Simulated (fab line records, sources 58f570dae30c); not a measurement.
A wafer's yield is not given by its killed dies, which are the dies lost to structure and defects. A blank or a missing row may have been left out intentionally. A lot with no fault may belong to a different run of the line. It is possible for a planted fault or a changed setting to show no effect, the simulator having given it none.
The tool behind it: which one? + flow berkeley cmos170 + 13 lots with 39 wafers sampled at 2 steps, on a route of 331 steps

== WHAT EACH GAUGE READ, for each wafer ==
No reading from a measuring or inspecting step in the record can be judged against a usual standard deviation.

== WHAT TOOL EACH LOT RAN ON (gives the tool, then ch and the chambers of the sampled wafers, and finally the start) ==
| lot  | UCB170_NWELL_ETCH_13              | UCB170_NWELL_STRIP_15               |
|------|-----------------------------------|-------------------------------------|
| L733 | rie diel-03 ch 0,3, day 2 16:01   | plasma asher-02 ch 0,1, day 2 16:16 |
| L732 | rie diel-01 ch 0,1,3, day 2 16:17 | plasma asher-03 ch 0,1, day 2 16:32 |
| L731 | rie diel-02 ch 1,2, day 2 16:42   | plasma asher-01 ch 0,1, day 2 16:57 |
| L734 | rie diel-01 ch 0,1,3, day 3 02:31 | plasma asher-02 ch 0,1, day 3 02:46 |
| L736 | rie diel-03 ch 0,2,3, day 3 14:37 | plasma asher-02 ch 0,1, day 3 14:52 |
| L737 | rie diel-03 ch 1,2,3, day 3 20:49 | plasma asher-02 ch 0,1, day 3 21:05 |
| L738 | rie diel-03 ch 0,2,3, day 3 21:25 | plasma asher-03 ch 0,1, day 3 21:40 |
| L740 | rie diel-03 ch 1,2, day 4 05:28   | plasma asher-01 ch 0,1, day 4 05:53 |
| L743 | rie diel-01 ch 1,2,3, day 5 03:03 | plasma asher-03 ch 0,1, day 5 03:18 |
| L746 | rie diel-03 ch 0,1,3, day 5 21:56 | plasma asher-02 ch 0,1, day 5 22:11 |
| L748 | rie diel-02 ch 0,3, day 5 22:03   | plasma asher-03 ch 0,1, day 5 22:18 |
| L749 | rie diel-02 ch 0,2,3, day 6 14:02 | plasma asher-03 ch 0,1, day 6 14:19 |
| L753 | rie diel-01 ch 0,1,2, day 7 02:30 | plasma asher-03 ch 0, day 7 02:45   |
- UCB170_NWELL_ETCH_13: etches Si3N4 in CH3F/Ar/O2, stops on SiO2, target depth 246.4 nm, time 154 s.
- UCB170_NWELL_STRIP_15: strips in O2.

== AS READ BY THE TOOLS THEMSELVES (means over the sampled wafers that have a number; for cases with no such wafer, the mark the record gives instead) ==
UCB170_NWELL_ETCH_13. Usual: drypump motor current A 5.8 A, standard deviation 0.39; oes product au 0.942 a.u., standard deviation 0.013; throttle valve pct 8.04 %, standard deviation 0.12.
| lot  | tool        | drypump motor current A (A) | oes product au (a.u.) | throttle valve pct (%) | flag |
|------|-------------|-----------------------------|-----------------------|------------------------|------|
| L733 | rie diel-03 | 5.9                         | 0.941                 | 8.04                   |      |
| L732 | rie diel-01 | 5.5                         | 0.946                 | 8.13                   |      |
| L731 | rie diel-02 | 5.7                         | 0.953                 | 8.04                   |      |
| L734 | rie diel-01 | 5.5                         | 0.942                 | 8.13                   |      |
| L736 | rie diel-03 | 5.9                         | 0.943                 | 8.03                   |      |
| L737 | rie diel-03 | 5.9                         | 0.941                 | 8.00                   |      |
| L738 | rie diel-03 | 5.9                         | 0.949                 | 8.03                   |      |
| L740 | rie diel-03 | 5.9                         | 0.937                 | 7.87                   |      |
| L743 | rie diel-01 | 5.7                         | 0.949                 | 8.09                   |      |
| L746 | rie diel-03 | 5.8                         | 0.939                 | 8.02                   |      |
| L748 | rie diel-02 | 5.9                         | 0.946                 | 8.01                   |      |
| L749 | rie diel-02 | 5.7                         | 0.945                 | 8.05                   |      |
| L753 | rie diel-01 | 5.5                         | 0.935                 | 8.13                   |      |

UCB170_NWELL_STRIP_15. Usual: drypump motor current A 5.7 A, standard deviation 0.39; oes product au 0.721 a.u., standard deviation 0.0044; strip time to endpoint s 18.02 s, standard deviation 0.065.
| lot  | tool            | drypump motor current A (A) | oes product au (a.u.) | strip time to endpoint s (s) | flag |
|------|-----------------|-----------------------------|-----------------------|------------------------------|------|
| L733 | plasma asher-02 | 5.7                         | 0.723                 | 18.08                        |      |
| L732 | plasma asher-03 | 6.2                         | 0.717                 | 17.95                        |      |
| L731 | plasma asher-01 | 5.5                         | 0.719                 | 18.01                        |      |
| L734 | plasma asher-02 | 5.5                         | 0.722                 | 17.95                        |      |
| L736 | plasma asher-02 | 5.5                         | 0.727                 | 18.12                        |      |
| L737 | plasma asher-02 | 5.7                         | 0.720                 | 18.05                        |      |
| L738 | plasma asher-03 | 5.9                         | 0.723                 | 18.03                        |      |
| L740 | plasma asher-01 | 5.5                         | 0.723                 | 18.01                        |      |
| L743 | plasma asher-03 | 6.2                         | 0.720                 | 18.02                        |      |
| L746 | plasma asher-02 | 5.5                         | 0.720                 | 17.87                        |      |
| L748 | plasma asher-03 | 6.2                         | 0.718                 | 17.98                        |      |
| L749 | plasma asher-03 | 6.0                         | 0.718                 | 17.96                        |      |
| L753 | plasma asher-03 | 6.5                         | 0.721                 | 18.05                        |      |

== THE ANSWER, worked out from the rows above alone ==
Rule: a lot counts as off when the mean over its wafers that have a number is more than 3 standard deviations away from the usual mean. A lot without any number at a reading at which 4 lots or more have one is off too. The other lots that the step has rows for count as sound. Order of review: gauges by route order, followed by the tools' own readings, for which a lot's mean as printed above is used. The first step at which some lot is off is used, and at that step the reading that is off furthest; a lot without a number counts as furthest.
None of the lots is off at any reading shown; this tells nothing.

== WHAT THE SIMULATOR HAD PUT IN ==
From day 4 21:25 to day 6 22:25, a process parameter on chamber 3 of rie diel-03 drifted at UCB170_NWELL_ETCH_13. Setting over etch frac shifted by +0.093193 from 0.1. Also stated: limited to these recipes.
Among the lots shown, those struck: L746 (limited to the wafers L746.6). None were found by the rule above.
